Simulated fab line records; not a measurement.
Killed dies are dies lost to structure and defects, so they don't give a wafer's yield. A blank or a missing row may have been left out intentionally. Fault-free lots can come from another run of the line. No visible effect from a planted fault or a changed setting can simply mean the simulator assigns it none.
Struck lot and sound lot, side by side :: flow rit-cmos :: 26 steps out of a route of 202
Sound: wafers L146.2, L146.5, L146.6. Wafers L157.3, L157.5, L157.6 were the ones struck. Last of all comes the cause.
Order at every step that has rows: each side's tool, ch and its chambers, its first start. Under that, the readings that differ: sound wafers :: struck wafers :: difference of the means :: sigmas: that difference in standard deviations of wafers without a fault.
alike: readings whose means differ by less than 2 such deviations, and words and numbers that are the same on both sides. not compared: withheld readings, readings that some wafer has no value for, bounds like >300 that may hide the same value, and numbers for which the record gives no deviation and whose values overlap.
A row with sigmas, a row that says differs or no value, or rows on one side alone: a step with any of these is where the two part. Numbers that don't overlap but have no deviation are shown without sigmas and don't part them. A reading missing from all wafers of one side parts the sides only when that side holds two or more wafers.

first, 1 step without rows for these wafers: RIT_PRETRO_IMPLANT_08.
RIT_PRETRO_STRIP_09: strips in O2, time 180 s.
  sound on plasma-asher-03 ch 0,1, day 3 22:07; struck on plasma-asher-04 ch 0,1, day 6 04:46
  alike: drypump-motor-current-A
  not compared: rf-hours-counter-h
RIT_PRETRO_TW_MEAS_10:
  sound: film-metro-02 at day 3 22:17; struck: film-metro-03 at day 6 04:54
  alike: PRETRO_TW
then, 5 steps without rows for these wafers: RIT_GATE_WET_ETCH_00 (etches SiO2 in BOE, target depth 56 nm, time 60 s); RIT_GATE_CLEAN_01 (cleans in SC1, time 600 s); RIT_GATE_CLEAN_02 (cleans in dHF, time 30 s); RIT_GATE_CLEAN_03 (cleans in SC2, time 600 s); RIT_GATE_CLEAN_04 (cleans in dHF, time 60 s).
RIT_FOX2_THK_MEAS_91:
  sound: film-metro-02 at day 3 22:46; struck: film-metro-02 at day 6 05:23
  alike: FIELD_OXIDE_LEFT_2_THK
then, 2 steps without rows for these wafers: RIT_GATE_OXIDATION_05 (target thk 3 nm, ox time 270 s); RIT_GATE_ANNEAL_06 (time 600 s).
RIT_GATE_THK_MEAS_07:
  sound: film-metro-03 at day 4 02:42; struck: film-metro-02 at day 6 07:19
  alike: GATE_OXIDE_THK
RIT_GATE_CVD_08: deposits poly-Si from SiH4, target thk 250 nm, time 2220 s.
  sound on lpcvd-02 ch 0, day 4 02:45; struck on lpcvd-02 ch 0, day 6 08:32
reading: spike-tc-centre-C (C)
sound: 612.1 611.3 612.7
struck: 626.2 627.1 627.9
difference: +15.0
sigmas: +15

reading: spike-tc-load-C (C)
sound: 631.2 629.3 629.9
struck: 645.8 645.6 645.6
difference: +15.5
sigmas: +8

reading: spike-tc-source-C (C)
sound: 631.7 632.3 630.1
struck: 645.9 647.5 647.1
difference: +15.5
sigmas: +9

reading: susceptor-temp-C (C)
sound: 609.9 609.4 609.7
struck: 624.9 624.9 625.6
difference: +15.5
sigmas: +48

reading: model.poly-Si_of_GATE_CVD_08.thk-nm (nm)
sound: 249.6 251 250.5
struck: 353.6 353.4 352.7
difference: +102.9
sigmas: 
  alike: zone-power-source-pct
RIT_GATE_THK_MEAS_09:
  sound: film-metro-02 at day 4 04:23; struck: film-metro-02 at day 6 10:10
reading: GATE_POLY_THK (nm)
sound: 249.6 251.1 250.4
struck: 353.7 353.6 352.4
difference: +102.9
sigmas: +40
then, 6 steps without rows for these wafers: RIT_GATE_HMDS_10 (prime time 60 s); RIT_GATE_COAT_11 (resist thk 850 nm); RIT_GATE_SOFTBAKE_12 (time 60 s); RIT_GATE_EXPOSE_13 (exposes mask M6, target cd 150 nm); RIT_GATE_PEB_14; RIT_GATE_DEVELOP_15 (develop time 50 s).
RIT_GATE_CD_MEAS_16: target cd 150 nm.
  sound: cd-sem-02 at day 4 05:18; struck: cd-sem-02 at day 6 11:06
  alike: cd-nm
RIT_GATE_OVL_MEAS_17:
  sound: overlay-01 at day 4 05:24; struck: overlay-01 at day 6 11:11
  alike: GATE_OVL
then, 1 step without rows for these wafers: RIT_GATE_HARDBAKE_18 (time 60 s).
RIT_GATE_ETCH_19: etches poly-Si in SF6/CHF3/O2, stops on SiO2, time 165 s, target depth 312.5 nm.
  sound on rie-si-01 ch 0,3, day 4 05:52; struck on rie-si-02 ch 0,1,3, day 6 11:22
reading: oes-product-au (a.u.)
sound: 0.828 0.852 0.829
struck: 0.998 1.008 0.990
difference: +0.162
sigmas: +12

reading: model.GATE.feature-depth-nm (nm)
sound: 249.6 251 250.5
struck: 307.4 314.2 312.9
difference: +61.1
sigmas: 

reading: model.etch.depth-nm (nm)
sound: 249.6 251 250.5
struck: 307.4 314.2 312.9
difference: +61.1
sigmas: 
  alike: drypump-motor-current-A, rf-fwd-power-W, throttle-valve-pct
  not compared: rf-hours-counter-h
RIT_GATE_STRIP_20: strips in O2, time 180 s.
  sound on plasma-asher-02 ch 0,1, day 4 05:59; struck on plasma-asher-02 ch 0,1, day 6 11:32
  alike: drypump-motor-current-A
  not compared: rf-hours-counter-h
RIT_M1_PROBE_99:
  sound: prober-02 at day 5 04:49; struck: prober-02 at day 7 08:34
reading: killed-at-front-end
sound: 4 4 3
struck: 264 264 264
difference: +260
sigmas: +87

reading: killed-dies
sound: 4 4 3
struck: 264 264 264
difference: +260
sigmas: +87

reading: killed-on-rim
sound: 0 0 0
struck: 70 70 70
difference: +70
sigmas: +47
  alike: killed-open, killed-short

== WHERE THEY PART ==
First at RIT_GATE_CVD_08; last, within this record, at RIT_M1_PROBE_99.

WHY: the cause the simulator had injected
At RIT_GATE_CVD_08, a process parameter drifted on lpcvd-02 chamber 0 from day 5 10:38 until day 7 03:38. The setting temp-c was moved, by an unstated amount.
